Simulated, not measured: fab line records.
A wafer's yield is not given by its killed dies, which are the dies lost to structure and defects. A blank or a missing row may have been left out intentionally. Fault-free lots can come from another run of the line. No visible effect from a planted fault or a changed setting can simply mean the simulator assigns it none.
Which tool was responsible?    flow berkeley-cmos170    Sampling: 13 lots, 39 wafers, 3 of 331 route steps

WHAT THE GAUGES SHOWED, per wafer
UCB170_M2_RS_MEAS_02: measures by four-point-probe. Usual: M2_AL_RS typically reads 0.0322 ohm/sq, with standard deviation 0.00037.
lot   measured      on             M2_AL_RS (ohm/sq)     flag
L443  day 8 23:19   film-metro-01  0.0320 0.0320 0.0317  
L442  day 9 03:28   film-metro-03  0.0321 0.0320 0.0319  
L444  day 9 09:13   film-metro-01  0.0318 0.0319 0.0318  
L447  day 9 23:46   film-metro-03  0.0327 0.0329 0.0331  
L446  day 10 00:36  film-metro-03  0.0330 0.0329 0.0329  
L450  day 10 02:16  film-metro-02  0.0316 0.0320 0.0318  
L448  day 10 02:33  film-metro-03  0.0322 0.0321 0.0326  
L449  day 10 06:26  film-metro-01  0.0322 0.0319 0.0319  
L451  day 10 11:27  film-metro-03  0.0323 0.0318 0.0319  
L456  day 12 06:32  film-metro-02  0.0303 0.0327 0.0324  
L461  day 12 09:50  film-metro-02  0.0319 0.0330 0.0328  
L459  day 12 13:08  film-metro-03  0.0324 0.0326 0.0326  
L462  day 12 17:28  film-metro-03  0.0320 0.0318 0.0319  

UCB170_M2_THK_MEAS_03: measures by xrf. Usual: M2_AL_THK typically reads 903 nm, with standard deviation 10.
lot   measured      on             M2_AL_THK (nm)  flag
L443  day 8 23:26   film-metro-01  900 905 913     
L442  day 9 03:34   film-metro-03  904 901 909     
L444  day 9 09:20   film-metro-01  908 903 906     
L447  day 9 23:53   film-metro-03  889 885 881     
L446  day 10 00:42  film-metro-03  882 887 890     
L450  day 10 02:23  film-metro-02  923 912 925     
L448  day 10 02:40  film-metro-03  904 907 898     
L449  day 10 06:32  film-metro-01  899 908 909     
L451  day 10 11:34  film-metro-03  908 917 918     
L456  day 12 06:38  film-metro-02  961 895 899     
L461  day 12 09:57  film-metro-02  913 889 892     
L459  day 12 13:16  film-metro-03  896 896 893     
L462  day 12 17:35  film-metro-03  910 916 914     

TOOL THAT RAN EACH LOT (tool first, then ch and the chambers of the sampled wafers, then the start)
lot   UCB170_M2_SPUTTER_01
L443  pvd-sputter-03, day 8 23:14
L442  pvd-sputter-01, day 9 03:21
L444  pvd-sputter-03, day 9 09:08
L447  pvd-sputter-03, day 9 23:41
L446  pvd-sputter-02, day 10 00:29
L450  pvd-sputter-01, day 10 02:11
L448  pvd-sputter-03, day 10 02:28
L449  pvd-sputter-01, day 10 06:20
L451  pvd-sputter-03, day 10 11:20
L456  pvd-sputter-03, day 12 06:24
L461  pvd-sputter-02, day 12 09:45
L459  pvd-sputter-02, day 12 13:03
L462  pvd-sputter-01, day 12 17:23
- UCB170_M2_SPUTTER_01: material Al, target thk 900 nm, time 120 s.

AS READ BY THE TOOLS THEMSELVES (means over the sampled wafers that have a number; for cases with no such wafer, the mark the record gives instead)
UCB170_M2_SPUTTER_01. Usual: cathode-dc-power-W 6000.0 W, standard deviation 1.1; throttle-valve-pct 30.2 %, standard deviation 1.
lot   tool            cathode-dc-power-W (W)  throttle-valve-pct (%)  flag
L443  pvd-sputter-03  6000.2                  30.2                    
L442  pvd-sputter-01  6000.2                  31.3                    
L444  pvd-sputter-03  6000.5                  29.6                    
L447  pvd-sputter-03  6000.3                  29.9                    
L446  pvd-sputter-02  5998.8                  30.3                    
L450  pvd-sputter-01  6000.3                  31.1                    
L448  pvd-sputter-03  6000.3                  29.9                    
L449  pvd-sputter-01  6000.3                  31.3                    
L451  pvd-sputter-03  5998.8                  30.5                    
L456  pvd-sputter-03  6138.0                  29.6                    OFF
L461  pvd-sputter-02  6000.3                  29.7                    
L459  pvd-sputter-02  6001.3                  30.3                    
L462  pvd-sputter-01  6000.2                  31.3                    

THE ANSWER, worked out from the rows above alone
Rule: a lot counts as off when the mean over its wafers that have a number is more than 3 standard deviations away from the usual mean. A lot without any number at a reading at which 4 lots or more have one is off too. The other lots that the step has rows for count as sound. First the gauges in route order, then the tools' own readings, where a lot's mean is used as printed above. The first step at which some lot is off is used, and at that step the reading that is off furthest; a lot without a number counts as furthest.
Off: L456, at UCB170_M2_SPUTTER_01 (cathode-dc-power-W).
A tool fits if, at that step or a process step before it, it ran every lot that is off, and no sound lot after the first of them. One fits: pvd-sputter-03 at UCB170_M2_SPUTTER_01. A fault onset in the window from L451 (day 10 11:20, its last sound lot) to L456 (day 12 06:24, its first lot off) fits.
The tool's own readings at UCB170_M2_SPUTTER_01 bear it out: on the lots that are off they differ by more than 5 times the standard deviation of the sound lots' means. cathode-dc-power-W reads 6138.0 W there against 6000.1 W on the sound lots.

WHAT WAS PUT IN BY THE SIMULATOR
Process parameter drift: pvd-sputter-03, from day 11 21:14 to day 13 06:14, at UCB170_M2_SPUTTER_01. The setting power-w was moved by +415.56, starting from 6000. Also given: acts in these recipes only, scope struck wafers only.
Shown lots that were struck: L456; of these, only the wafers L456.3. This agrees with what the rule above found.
